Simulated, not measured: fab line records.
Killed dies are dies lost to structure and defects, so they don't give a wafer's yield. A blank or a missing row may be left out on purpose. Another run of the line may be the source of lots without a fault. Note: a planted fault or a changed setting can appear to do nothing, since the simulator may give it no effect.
fab line records || flow rit-cmos
record {"lots": 6, "wafers": 18, "last-day": 7}
route steps=202 shown PWELL@43 WELLDRIVE@50 NWELL@51 NRETRO@53 M1@202
lots untouched by any fault: they come from a run of this same line in which no faults occurred
start-h: the number of hours between the record's first day and the start of the first shown wafer of the lot || wait-h: hours elapsed since this lot's preceding step || " identical to the entry in the row above || L1.1+2: one row covering several wafers at once || - no value, or no start given || * or withheld: withheld || < > ~ a bound
route shown NAME@n: NAME is a module with steps in the file, n the number in the route of the first one || usual: the fault-free wafers' mean and standard deviation || same: alike in all rows || chamber/n: place in a boat || sites: readings site by site || _std_site: their standard deviation || _edge_site: inner sites' mean taken away from outer sites' mean || radius-mm: how far each site lies from the wafer's centre || mask NAME#n: copy n || behind: the tool/chamber that last shaped the wafer || hold: the reason the lot was held/the length of the hold in hours/how it ended || device: transistor that didn't switch, given as n, p or np || end of line: the route-end tests of the same wafers || a step with no rows: only its recipe || killed: not the wafer's yield, but the dies lost to structure and defects at the first sort || map: a wafer's dies, x killed, . not, _ none there
set.NAME: the setting as run; set.NAME@STEP: as run at that earlier step || model.NAME: the simulator's own value behind a step, which no gauge read
lots seen at some steps along the route; tables by step, rows by wafer
services: from which hour (start-h, from the record's first day; less than 0 if before it) a tool's chamber was out of use, for how many hours, and why
## steps
# step RIT_PWELL_PEB_04
# recipe {"resist": "NOVOLAK", "temp-c": "withheld", "time-s": "withheld"}
# step RIT_PWELL_DEVELOP_05
# recipe {"resist": "NOVOLAK", "develop-time-s": 68, "dev-temp-c": 23}
# step RIT_PWELL_OVL_MEAS_06
# usual {"PWELL_OVL": "-0.5/1.2"}
{"lot.wafer": "L233.1", "tool": "overlay-02", "chamber": "-", "start-h": 31.04, "wait-h": "-", "PWELL_OVL[nm]": 1.2}
{"lot.wafer": "L233.3", "tool": "overlay-02", "chamber": "-", "start-h": 31.04, "wait-h": "-", "PWELL_OVL[nm]": 0.3}
{"lot.wafer": "L233.5", "tool": "overlay-02", "chamber": "-", "start-h": 31.04, "wait-h": "-", "PWELL_OVL[nm]": 0.5}
{"lot.wafer": "L238.1", "tool": "overlay-02", "chamber": "-", "start-h": 48.36, "wait-h": "-", "PWELL_OVL[nm]": 0.2}
{"lot.wafer": "L238.2", "tool": "overlay-02", "chamber": "-", "start-h": 48.36, "wait-h": "-", "PWELL_OVL[nm]": 0.1}
{"lot.wafer": "L238.3", "tool": "overlay-02", "chamber": "-", "start-h": 48.36, "wait-h": "-", "PWELL_OVL[nm]": 0.8}
{"lot.wafer": "L247.1", "tool": "overlay-01", "chamber": "-", "start-h": 92.12, "wait-h": "-", "PWELL_OVL[nm]": 0.2}
{"lot.wafer": "L247.3", "tool": "overlay-01", "chamber": "-", "start-h": 92.12, "wait-h": "-", "PWELL_OVL[nm]": -0.5}
{"lot.wafer": "L247.6", "tool": "overlay-01", "chamber": "-", "start-h": 92.12, "wait-h": "-", "PWELL_OVL[nm]": -0.2}
{"lot.wafer": "L249.1", "tool": "overlay-02", "chamber": "-", "start-h": 101.83, "wait-h": "-", "PWELL_OVL[nm]": -1.0}
{"lot.wafer": "L249.2", "tool": "overlay-02", "chamber": "-", "start-h": 101.83, "wait-h": "-", "PWELL_OVL[nm]": -0.6}
{"lot.wafer": "L249.5", "tool": "overlay-02", "chamber": "-", "start-h": 101.83, "wait-h": "-", "PWELL_OVL[nm]": 0.3}
{"lot.wafer": "L253.2", "tool": "overlay-02", "chamber": "-", "start-h": 122.24, "wait-h": "-", "PWELL_OVL[nm]": -1.1}
{"lot.wafer": "L253.5", "tool": "overlay-02", "chamber": "-", "start-h": 122.24, "wait-h": "-", "PWELL_OVL[nm]": -2.2}
{"lot.wafer": "L253.6", "tool": "overlay-02", "chamber": "-", "start-h": 122.24, "wait-h": "-", "PWELL_OVL[nm]": -0.5}
{"lot.wafer": "L254.2", "tool": "overlay-01", "chamber": "-", "start-h": 127.00, "wait-h": "-", "PWELL_OVL[nm]": 2.3}
{"lot.wafer": "L254.5", "tool": "overlay-01", "chamber": "-", "start-h": 127.00, "wait-h": "-", "PWELL_OVL[nm]": 1.1}
{"lot.wafer": "L254.6", "tool": "overlay-01", "chamber": "-", "start-h": 127.00, "wait-h": "-", "PWELL_OVL[nm]": 1.1}
# step RIT_PWELL_HARDBAKE_07
# recipe {"resist": "NOVOLAK", "temp-c": 140, "time-s": 120}
# step RIT_PWELL_IMPLANT_08
# recipe {"species": "B", "energy-kev": 170, "dose-cm2": 7e+13, "tilt-deg": 7}
# step RIT_PWELL_STRIP_09
# recipe {"chemistry": "O2", "time-s": 180, "resist": "NOVOLAK", "platen-temp-c": "withheld", "power-w": 500, "pressure-mtorr": 4000, "o2-flow-sccm": 4000}
# usual {"chamber-pressure-mTorr": "4000/3.7", "drypump-motor-current-A": "6.1/0.35", "rf-refl-power-W": "6.4/1.4"}
{"lot.wafer": "L233.1", "tool": "plasma-asher-02", "chamber": 0, "start-h": 31.47, "wait-h": 0.1, "chamber-pressure-mTorr": 3995, "drypump-motor-current-A": 6.4, "rf-hours-counter-h": 36, "rf-refl-power-W": 8.1}
{"lot.wafer": "L233.3", "tool": "plasma-asher-02", "chamber": 1, "start-h": 31.47, "wait-h": 0.1, "chamber-pressure-mTorr": 3997, "drypump-motor-current-A": 6.3, "rf-hours-counter-h": "-", "rf-refl-power-W": 9.1}
{"lot.wafer": "L233.5", "tool": "plasma-asher-02", "chamber": 0, "start-h": 31.47, "wait-h": 0.1, "chamber-pressure-mTorr": 3996, "drypump-motor-current-A": 6.4, "rf-hours-counter-h": "-", "rf-refl-power-W": 7.6}
{"lot.wafer": "L238.1", "tool": "plasma-asher-03", "chamber": 1, "start-h": 48.80, "wait-h": 0.1, "chamber-pressure-mTorr": 4001, "drypump-motor-current-A": 5.7, "rf-hours-counter-h": 25, "rf-refl-power-W": 5.8}
{"lot.wafer": "L238.2", "tool": "plasma-asher-03", "chamber": 0, "start-h": 48.80, "wait-h": 0.1, "chamber-pressure-mTorr": 3991, "drypump-motor-current-A": 5.7, "rf-hours-counter-h": 25, "rf-refl-power-W": 4.5}
{"lot.wafer": "L238.3", "tool": "plasma-asher-03", "chamber": 0, "start-h": 48.80, "wait-h": 0.1, "chamber-pressure-mTorr": 4001, "drypump-motor-current-A": 5.7, "rf-hours-counter-h": "-", "rf-refl-power-W": 4.6}
{"lot.wafer": "L247.1", "tool": "plasma-asher-04", "chamber": 1, "start-h": 92.55, "wait-h": 0.1, "chamber-pressure-mTorr": 4004, "drypump-motor-current-A": 6.1, "rf-hours-counter-h": 46, "rf-refl-power-W": 6.2}
{"lot.wafer": "L247.3", "tool": "plasma-asher-04", "chamber": 0, "start-h": 92.55, "wait-h": 0.1, "chamber-pressure-mTorr": 4001, "drypump-motor-current-A": 6.5, "rf-hours-counter-h": "-", "rf-refl-power-W": 5.9}
{"lot.wafer": "L247.6", "tool": "plasma-asher-04", "chamber": 1, "start-h": 92.55, "wait-h": 0.1, "chamber-pressure-mTorr": 4001, "drypump-motor-current-A": 6.1, "rf-hours-counter-h": "-", "rf-refl-power-W": 6.8}
{"lot.wafer": "L249.1", "tool": "plasma-asher-02", "chamber": 1, "start-h": 102.27, "wait-h": 0.1, "chamber-pressure-mTorr": 3998, "drypump-motor-current-A": 6.3, "rf-hours-counter-h": 44, "rf-refl-power-W": 9.1}
{"lot.wafer": "L249.2", "tool": "plasma-asher-02", "chamber": 0, "start-h": 102.27, "wait-h": 0.1, "chamber-pressure-mTorr": 3996, "drypump-motor-current-A": 6.3, "rf-hours-counter-h": 44, "rf-refl-power-W": 8.1}
{"lot.wafer": "L249.5", "tool": "plasma-asher-02", "chamber": 0, "start-h": 102.27, "wait-h": 0.1, "chamber-pressure-mTorr": 3997, "drypump-motor-current-A": 6.3, "rf-hours-counter-h": "-", "rf-refl-power-W": 8.2}
{"lot.wafer": "L253.2", "tool": "plasma-asher-03", "chamber": 0, "start-h": 122.67, "wait-h": 0.1, "chamber-pressure-mTorr": 4005, "drypump-motor-current-A": 5.7, "rf-hours-counter-h": 34, "rf-refl-power-W": 4.7}
{"lot.wafer": "L253.5", "tool": "plasma-asher-03", "chamber": 1, "start-h": 122.67, "wait-h": 0.1, "chamber-pressure-mTorr": 3999, "drypump-motor-current-A": 5.6, "rf-hours-counter-h": "-", "rf-refl-power-W": 6.1}
{"lot.wafer": "L253.6", "tool": "plasma-asher-03", "chamber": 0, "start-h": 122.67, "wait-h": 0.1, "chamber-pressure-mTorr": 4000, "drypump-motor-current-A": 5.7, "rf-hours-counter-h": "-", "rf-refl-power-W": 4.7}
{"lot.wafer": "L254.2", "tool": "plasma-asher-03", "chamber": 1, "start-h": 127.43, "wait-h": 0.1, "chamber-pressure-mTorr": 4002, "drypump-motor-current-A": 5.6, "rf-hours-counter-h": 35, "rf-refl-power-W": 5.7}
{"lot.wafer": "L254.5", "tool": "plasma-asher-03", "chamber": 0, "start-h": 127.43, "wait-h": 0.1, "chamber-pressure-mTorr": 4000, "drypump-motor-current-A": 5.7, "rf-hours-counter-h": "-", "rf-refl-power-W": 4.6}
{"lot.wafer": "L254.6", "tool": "plasma-asher-03", "chamber": 1, "start-h": 127.43, "wait-h": 0.1, "chamber-pressure-mTorr": 3995, "drypump-motor-current-A": 5.6, "rf-hours-counter-h": "-", "rf-refl-power-W": 5.9}
# step RIT_PWELL_TW_MEAS_10
# usual {"PWELL_TW": "944/12"}
{"lot.wafer": "L233.1", "tool": "film-metro-02", "chamber": "-", "start-h": 31.65, "wait-h": 0.1, "PWELL_TW": 963}
{"lot.wafer": "L233.3", "tool": "film-metro-02", "chamber": "-", "start-h": 31.65, "wait-h": 0.1, "PWELL_TW": 962}
{"lot.wafer": "L233.5", "tool": "film-metro-02", "chamber": "-", "start-h": 31.65, "wait-h": 0.1, "PWELL_TW": 960}
{"lot.wafer": "L238.1", "tool": "film-metro-04", "chamber": "-", "start-h": 48.97, "wait-h": 0.1, "PWELL_TW": 934}
{"lot.wafer": "L238.2", "tool": "film-metro-04", "chamber": "-", "start-h": 48.97, "wait-h": 0.1, "PWELL_TW": 937}
{"lot.wafer": "L238.3", "tool": "film-metro-04", "chamber": "-", "start-h": 48.97, "wait-h": 0.1, "PWELL_TW": 939}
{"lot.wafer": "L247.1", "tool": "film-metro-03", "chamber": "-", "start-h": 92.73, "wait-h": 0.1, "PWELL_TW": 950}
{"lot.wafer": "L247.3", "tool": "film-metro-03", "chamber": "-", "start-h": 92.73, "wait-h": 0.1, "PWELL_TW": 960}
{"lot.wafer": "L247.6", "tool": "film-metro-03", "chamber": "-", "start-h": 92.73, "wait-h": 0.1, "PWELL_TW": 957}
{"lot.wafer": "L249.1", "tool": "film-metro-03", "chamber": "-", "start-h": 102.44, "wait-h": 0.1, "PWELL_TW": 949}
{"lot.wafer": "L249.2", "tool": "film-metro-03", "chamber": "-", "start-h": 102.44, "wait-h": 0.1, "PWELL_TW": 951}
{"lot.wafer": "L249.5", "tool": "film-metro-03", "chamber": "-", "start-h": 102.44, "wait-h": 0.1, "PWELL_TW": 952}
{"lot.wafer": "L253.2", "tool": "film-metro-04", "chamber": "-", "start-h": 122.86, "wait-h": 0.1, "PWELL_TW": 936}
{"lot.wafer": "L253.5", "tool": "film-metro-04", "chamber": "-", "start-h": 122.86, "wait-h": 0.1, "PWELL_TW": 939}
{"lot.wafer": "L253.6", "tool": "film-metro-04", "chamber": "-", "start-h": 122.86, "wait-h": 0.1, "PWELL_TW": 937}
{"lot.wafer": "L254.2", "tool": "film-metro-03", "chamber": "-", "start-h": 127.61, "wait-h": 0.1, "PWELL_TW": 952}
{"lot.wafer": "L254.5", "tool": "film-metro-03", "chamber": "-", "start-h": 127.61, "wait-h": 0.1, "PWELL_TW": 953}
{"lot.wafer": "L254.6", "tool": "film-metro-03", "chamber": "-", "start-h": 127.61, "wait-h": 0.1, "PWELL_TW": 953}
# step RIT_WELLDRIVE_ANNEAL_00
# recipe {"temp-c": 1100, "time-s": 14700, "ambient": "N2"}
# step RIT_WELLDRIVE_RS_MEAS_01
# recipe {"thk-meas-gauge": "four-point-probe"}
# usual {"NWELL_RS": "275.4/0.9"}
{"lot.wafer": "L233.1", "tool": "film-metro-04", "chamber": "-", "start-h": 36.79, "wait-h": 0.0, "NWELL_RS[ohm/sq]": 275.3}
{"lot.wafer": "L233.3", "tool": "film-metro-04", "chamber": "-", "start-h": 36.79, "wait-h": 0.0, "NWELL_RS[ohm/sq]": 275.9}
{"lot.wafer": "L233.5", "tool": "film-metro-04", "chamber": "-", "start-h": 36.79, "wait-h": 0.0, "NWELL_RS[ohm/sq]": 276.1}
{"lot.wafer": "L238.1", "tool": "film-metro-02", "chamber": "-", "start-h": 54.69, "wait-h": 0.0, "NWELL_RS[ohm/sq]": 276.1}
{"lot.wafer": "L238.2", "tool": "film-metro-02", "chamber": "-", "start-h": 54.69, "wait-h": 0.0, "NWELL_RS[ohm/sq]": 275.6}
{"lot.wafer": "L238.3", "tool": "film-metro-02", "chamber": "-", "start-h": 54.69, "wait-h": 0.0, "NWELL_RS[ohm/sq]": 275.6}
{"lot.wafer": "L247.1", "tool": "film-metro-04", "chamber": "-", "start-h": 97.87, "wait-h": 0.0, "NWELL_RS[ohm/sq]": 275.7}
{"lot.wafer": "L247.3", "tool": "film-metro-04", "chamber": "-", "start-h": 97.87, "wait-h": 0.0, "NWELL_RS[ohm/sq]": 275.6}
{"lot.wafer": "L247.6", "tool": "film-metro-04", "chamber": "-", "start-h": 97.87, "wait-h": 0.0, "NWELL_RS[ohm/sq]": 275.0}
{"lot.wafer": "L249.1", "tool": "film-metro-03", "chamber": "-", "start-h": 107.69, "wait-h": 0.0, "NWELL_RS[ohm/sq]": 274.1}
{"lot.wafer": "L249.2", "tool": "film-metro-03", "chamber": "-", "start-h": 107.69, "wait-h": 0.0, "NWELL_RS[ohm/sq]": 275.2}
{"lot.wafer": "L249.5", "tool": "film-metro-03", "chamber": "-", "start-h": 107.69, "wait-h": 0.0, "NWELL_RS[ohm/sq]": 275.4}
{"lot.wafer": "L253.2", "tool": "film-metro-03", "chamber": "-", "start-h": 128.09, "wait-h": 0.0, "NWELL_RS[ohm/sq]": 275.2}
{"lot.wafer": "L253.5", "tool": "film-metro-03", "chamber": "-", "start-h": 128.09, "wait-h": 0.0, "NWELL_RS[ohm/sq]": 274.1}
{"lot.wafer": "L253.6", "tool": "film-metro-03", "chamber": "-", "start-h": 128.09, "wait-h": 0.0, "NWELL_RS[ohm/sq]": 274.6}
{"lot.wafer": "L254.2", "tool": "film-metro-02", "chamber": "-", "start-h": 133.17, "wait-h": 0.0, "NWELL_RS[ohm/sq]": 275.8}
{"lot.wafer": "L254.5", "tool": "film-metro-02", "chamber": "-", "start-h": 133.17, "wait-h": 0.0, "NWELL_RS[ohm/sq]": 276.1}
{"lot.wafer": "L254.6", "tool": "film-metro-02", "chamber": "-", "start-h": 133.17, "wait-h": 0.0, "NWELL_RS[ohm/sq]": 276.3}
# step RIT_WELLDRIVE_RS_MEAS_02
# recipe {"thk-meas-gauge": "four-point-probe"}
# usual {"PWELL_RS": "429.2/1.7"}
{"lot.wafer": "L233.1", "tool": "film-metro-04", "chamber": "-", "start-h": 36.91, "wait-h": 0.1, "PWELL_RS[ohm/sq]": 432.1}
{"lot.wafer": "L233.3", "tool": "film-metro-04", "chamber": "-", "start-h": 36.91, "wait-h": 0.1, "PWELL_RS[ohm/sq]": 432.8}
{"lot.wafer": "L233.5", "tool": "film-metro-04", "chamber": "-", "start-h": 36.91, "wait-h": 0.1, "PWELL_RS[ohm/sq]": 431.6}
{"lot.wafer": "L238.1", "tool": "film-metro-02", "chamber": "-", "start-h": 54.81, "wait-h": 0.1, "PWELL_RS[ohm/sq]": 429.3}
{"lot.wafer": "L238.2", "tool": "film-metro-02", "chamber": "-", "start-h": 54.81, "wait-h": 0.1, "PWELL_RS[ohm/sq]": 427.6}
{"lot.wafer": "L238.3", "tool": "film-metro-02", "chamber": "-", "start-h": 54.81, "wait-h": 0.1, "PWELL_RS[ohm/sq]": 428.8}
{"lot.wafer": "L247.1", "tool": "film-metro-04", "chamber": "-", "start-h": 97.99, "wait-h": 0.1, "PWELL_RS[ohm/sq]": 430.3}
{"lot.wafer": "L247.3", "tool": "film-metro-04", "chamber": "-", "start-h": 97.99, "wait-h": 0.1, "PWELL_RS[ohm/sq]": 430.5}
{"lot.wafer": "L247.6", "tool": "film-metro-04", "chamber": "-", "start-h": 97.99, "wait-h": 0.1, "PWELL_RS[ohm/sq]": 429.3}
{"lot.wafer": "L249.1", "tool": "film-metro-03", "chamber": "-", "start-h": 107.81, "wait-h": 0.1, "PWELL_RS[ohm/sq]": 428.3}
{"lot.wafer": "L249.2", "tool": "film-metro-03", "chamber": "-", "start-h": 107.81, "wait-h": 0.1, "PWELL_RS[ohm/sq]": 428.9}
{"lot.wafer": "L249.5", "tool": "film-metro-03", "chamber": "-", "start-h": 107.81, "wait-h": 0.1, "PWELL_RS[ohm/sq]": 430.8}
{"lot.wafer": "L253.2", "tool": "film-metro-03", "chamber": "-", "start-h": 128.21, "wait-h": 0.1, "PWELL_RS[ohm/sq]": 427.8}
{"lot.wafer": "L253.5", "tool": "film-metro-03", "chamber": "-", "start-h": 128.21, "wait-h": 0.1, "PWELL_RS[ohm/sq]": 427.9}
{"lot.wafer": "L253.6", "tool": "film-metro-03", "chamber": "-", "start-h": 128.21, "wait-h": 0.1, "PWELL_RS[ohm/sq]": 427.6}
{"lot.wafer": "L254.2", "tool": "film-metro-02", "chamber": "-", "start-h": 133.29, "wait-h": 0.1, "PWELL_RS[ohm/sq]": 426.9}
{"lot.wafer": "L254.5", "tool": "film-metro-02", "chamber": "-", "start-h": 133.29, "wait-h": 0.1, "PWELL_RS[ohm/sq]": 428.9}
{"lot.wafer": "L254.6", "tool": "film-metro-02", "chamber": "-", "start-h": 133.29, "wait-h": 0.1, "PWELL_RS[ohm/sq]": 428.3}
# step RIT_NRETRO_HMDS_00
# recipe {"prime-time-s": 60, "prime-temp-c": 140}
# step RIT_NRETRO_COAT_01
# recipe {"resist": "NOVOLAK", "spin-rpm": 2000, "resist-thk-nm": 1300}
# step RIT_NRETRO_SOFTBAKE_02
# recipe {"resist": "NOVOLAK", "temp-c": 90, "time-s": 60}
# usual {"heater-power-total-W": "34.56/0.051", "run-length-s": "89.04/0.13"}
{"lot.wafer": "L233.1", "tool": "litho-track-01", "chamber": 0, "start-h": 37.33, "wait-h": 0.1, "heater-power-total-W": 34.59, "run-length-s": 88.90}
{"lot.wafer": "L233.3", "tool": "litho-track-01", "chamber": 0, "start-h": 37.33, "wait-h": 0.1, "heater-power-total-W": 34.58, "run-length-s": 89.08}
{"lot.wafer": "L233.5", "tool": "litho-track-01", "chamber": 0, "start-h": 37.33, "wait-h": 0.1, "heater-power-total-W": 34.49, "run-length-s": 89.11}
{"lot.wafer": "L238.1", "tool": "litho-track-01", "chamber": 0, "start-h": 55.23, "wait-h": 0.1, "heater-power-total-W": 34.60, "run-length-s": 88.99}
{"lot.wafer": "L238.2", "tool": "litho-track-01", "chamber": 0, "start-h": 55.23, "wait-h": 0.1, "heater-power-total-W": 34.58, "run-length-s": 89.13}
{"lot.wafer": "L238.3", "tool": "litho-track-01", "chamber": 0, "start-h": 55.23, "wait-h": 0.1, "heater-power-total-W": 34.61, "run-length-s": 88.96}
{"lot.wafer": "L247.1", "tool": "litho-track-01", "chamber": 0, "start-h": 98.41, "wait-h": 0.1, "heater-power-total-W": 34.56, "run-length-s": 94.68}
{"lot.wafer": "L247.3", "tool": "litho-track-01", "chamber": 0, "start-h": 98.41, "wait-h": 0.1, "heater-power-total-W": 34.56, "run-length-s": 94.40}
{"lot.wafer": "L247.6", "tool": "litho-track-01", "chamber": 0, "start-h": 98.41, "wait-h": 0.1, "heater-power-total-W": 34.61, "run-length-s": 94.47}
{"lot.wafer": "L249.1", "tool": "litho-track-01", "chamber": 0, "start-h": 108.23, "wait-h": 0.1, "heater-power-total-W": 34.67, "run-length-s": 94.45}
{"lot.wafer": "L249.2", "tool": "litho-track-01", "chamber": 0, "start-h": 108.23, "wait-h": 0.1, "heater-power-total-W": 34.59, "run-length-s": 94.53}
{"lot.wafer": "L249.5", "tool": "litho-track-01", "chamber": 0, "start-h": 108.23, "wait-h": 0.1, "heater-power-total-W": 34.60, "run-length-s": 94.88}
{"lot.wafer": "L253.2", "tool": "litho-track-02", "chamber": 0, "start-h": 128.63, "wait-h": 0.1, "heater-power-total-W": 34.58, "run-length-s": 89.27}
{"lot.wafer": "L253.5", "tool": "litho-track-02", "chamber": 0, "start-h": 128.63, "wait-h": 0.1, "heater-power-total-W": 34.50, "run-length-s": 89.43}
{"lot.wafer": "L253.6", "tool": "litho-track-02", "chamber": 0, "start-h": 128.63, "wait-h": 0.1, "heater-power-total-W": 34.53, "run-length-s": 89.07}
{"lot.wafer": "L254.2", "tool": "litho-track-02", "chamber": 0, "start-h": 133.72, "wait-h": 0.1, "heater-power-total-W": 34.54, "run-length-s": 88.98}
{"lot.wafer": "L254.5", "tool": "litho-track-02", "chamber": 0, "start-h": 133.72, "wait-h": 0.1, "heater-power-total-W": 34.57, "run-length-s": 89.13}
{"lot.wafer": "L254.6", "tool": "litho-track-02", "chamber": 0, "start-h": 133.72, "wait-h": 0.1, "heater-power-total-W": 34.50, "run-length-s": 89.14}
# step RIT_NRETRO_EXPOSE_03
# recipe {"mask-id": "M4", "na": 0.57, "target-cd-nm": 43900, "dose-mj": 250}
# step RIT_M1_PROBE_99
# usual {"killed-at-contacts": "0.0/0.22", "killed-at-front-end": "7/3.2", "killed-dies": "7/3.2", "killed-open": "3.2/2.1", "killed-short": "3.5/2.2"}
# same {"gross-dies": 264, "killed_at_M0_to_M3": 0, "killed_at_M4_up": 0, "killed-at-back-side": 0, "killed-at-other": 0}
{"lot.wafer": "L238.1", "tool": "prober-01", "chamber": "-", "start-h": 84.95, "wait-h": 0.1, "killed-at-contacts": 0, "killed-at-front-end": 4, "killed-dies": 4, "killed-open": 3, "killed-short": 1}
{"lot.wafer": "L238.2", "tool": "prober-01", "chamber": "-", "start-h": 85.00, "wait-h": 0.1, "killed-at-contacts": 0, "killed-at-front-end": 5, "killed-dies": 5, "killed-open": 3, "killed-short": 2}
{"lot.wafer": "L238.3", "tool": "prober-01", "chamber": "-", "start-h": 85.05, "wait-h": 0.2, "killed-at-contacts": 0, "killed-at-front-end": 18, "killed-dies": 18, "killed-open": 12, "killed-short": 6}
{"lot.wafer": "L247.1", "tool": "prober-02", "chamber": "-", "start-h": 128.08, "wait-h": 0.1, "killed-at-contacts": 0, "killed-at-front-end": 6, "killed-dies": 6, "killed-open": 4, "killed-short": 2}
{"lot.wafer": "L247.3", "tool": "prober-02", "chamber": "-", "start-h": 128.18, "wait-h": 0.2, "killed-at-contacts": 0, "killed-at-front-end": 10, "killed-dies": 10, "killed-open": 9, "killed-short": 1}
{"lot.wafer": "L247.6", "tool": "prober-02", "chamber": "-", "start-h": 128.33, "wait-h": 0.2, "killed-at-contacts": 0, "killed-at-front-end": 7, "killed-dies": 7, "killed-open": 3, "killed-short": 4}
{"lot.wafer": "L249.1", "tool": "prober-02", "chamber": "-", "start-h": 137.03, "wait-h": 0.1, "killed-at-contacts": 0, "killed-at-front-end": 6, "killed-dies": 6, "killed-open": 4, "killed-short": 2}
{"lot.wafer": "L249.2", "tool": "prober-02", "chamber": "-", "start-h": 137.08, "wait-h": 0.1, "killed-at-contacts": 0, "killed-at-front-end": 8, "killed-dies": 8, "killed-open": 5, "killed-short": 3}
{"lot.wafer": "L249.5", "tool": "prober-02", "chamber": "-", "start-h": 137.23, "wait-h": 0.2, "killed-at-contacts": 0, "killed-at-front-end": 10, "killed-dies": 10, "killed-open": 8, "killed-short": 2}
{"lot.wafer": "L253.2", "tool": "prober-02", "chamber": "-", "start-h": 156.79, "wait-h": 0.1, "killed-at-contacts": 0, "killed-at-front-end": 5, "killed-dies": 5, "killed-open": 3, "killed-short": 2}
{"lot.wafer": "L253.5", "tool": "prober-02", "chamber": "-", "start-h": 156.94, "wait-h": 0.2, "killed-at-contacts": 0, "killed-at-front-end": 5, "killed-dies": 5, "killed-open": 2, "killed-short": 3}
{"lot.wafer": "L253.6", "tool": "prober-02", "chamber": "-", "start-h": 156.99, "wait-h": 0.2, "killed-at-contacts": 0, "killed-at-front-end": 3, "killed-dies": 3, "killed-open": 2, "killed-short": 1}
# killed by level:class
L238.1 SPACER:geometric-particle:open=2 FOX1:geometric-particle:open=1 SPACER:geometric-particle:short=1
L238.2 REOX:geometric-particle:open=2 REOX:geometric-particle:short=1 SILICIDE:geometric-particle:short=1 SILICIDE:geometric-particle:open=1
L238.3 REOX:geometric-particle:short=5 REOX:geometric-particle:open=3 FOX2:geometric-particle:open=2 GATE:geometric-particle:open=2 SPACER:geometric-particle:open=2 SILICIDE:geometric-particle:open=2 FOX1:geometric-particle:open=1 SPACER:geometric-particle:short=1
L247.1 GATE:geometric-particle:open=2 SILICIDE:geometric-particle:short=2 REOX:geometric-particle:open=1 SPACER:geometric-particle:open=1
L247.3 GATE:geometric-particle:open=3 FOX1:geometric-particle:open=2 FOX2:geometric-particle:open=2 REOX:geometric-particle:open=1 SPACER:geometric-particle:short=1 SILICIDE:geometric-particle:open=1
L247.6 REOX:geometric-particle:short=2 FOX1:geometric-particle:short=1 FOX1:geometric-particle:open=1 FOX2:geometric-particle:short=1 GATE:geometric-particle:open=1 REOX:geometric-particle:open=1
L249.1 GATE:geometric-particle:open=2 GATE:geometric-particle:short=2 SILICIDE:geometric-particle:open=2
L249.2 GATE:geometric-particle:open=4 GATE:geometric-particle:short=3 SPACER:geometric-particle:open=1
L249.5 GATE:geometric-particle:open=5 SPACER:geometric-particle:open=2 ACTIVE:geometric-particle:open=1 GATE:geometric-particle:short=1 SPACER:geometric-particle:short=1
L253.2 ACTIVE:geometric-particle:open=1 FOX1:geometric-particle:open=1 FOX1:geometric-particle:short=1 REOX:geometric-particle:short=1 SPACER:geometric-particle:open=1
L253.5 GATE:geometric-particle:short=2 FOX1:geometric-particle:short=1 GATE:geometric-particle:open=1 SPACER:geometric-particle:open=1
L253.6 FOX2:geometric-particle:open=1 SPACER:geometric-particle:open=1 SPACER:geometric-particle:short=1
## services
{"tool": "plasma-asher-04", "chamber": "-", "start-h": 108.75, "hours": 9.0, "kind": "pm"}
{"tool": "plasma-asher-04", "chamber": 0, "start-h": 108.75, "hours": 9.0, "kind": "vent-cycle"}
{"tool": "plasma-asher-04", "chamber": 1, "start-h": 108.75, "hours": 9.0, "kind": "vent-cycle"}
{"tool": "plasma-asher-04", "chamber": 0, "start-h": 117.75, "hours": "-", "kind": "clean"}
{"tool": "plasma-asher-04", "chamber": 1, "start-h": 117.75, "hours": "-", "kind": "clean"}
## key
first-sign {"step": "RIT_NRETRO_SOFTBAKE_02", "reading": "run-length-s", "direction": "up", "sigmas": 42, "usual": "*", "struck": "*"}
effect none on later readings
met-at RIT_NRETRO_SOFTBAKE_02
struck-wafers L247.1,L247.3,L247.6,L249.1,L249.2,L249.5
tester-left-out L247,L249
onset-between 55.23 98.41
fault {"kind": "process-parameter-drift", "tool": "litho-track-01", "chamber": "-", "onset-h": 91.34, "steps": "RIT_NRETRO_SOFTBAKE_02", "channel": "time-s", "offset": "*", "shape": "step", "end-h": 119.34, "acts-in": "*", "stated": "*"}
# tester-left-out: of these lots the tester's yield and bins aren't shown, on N5 and GAA mostly nor the transistor test; their killed dies are dies lost to structure and defects alone, not to doping, threshold or leakage, so they don't give the yield
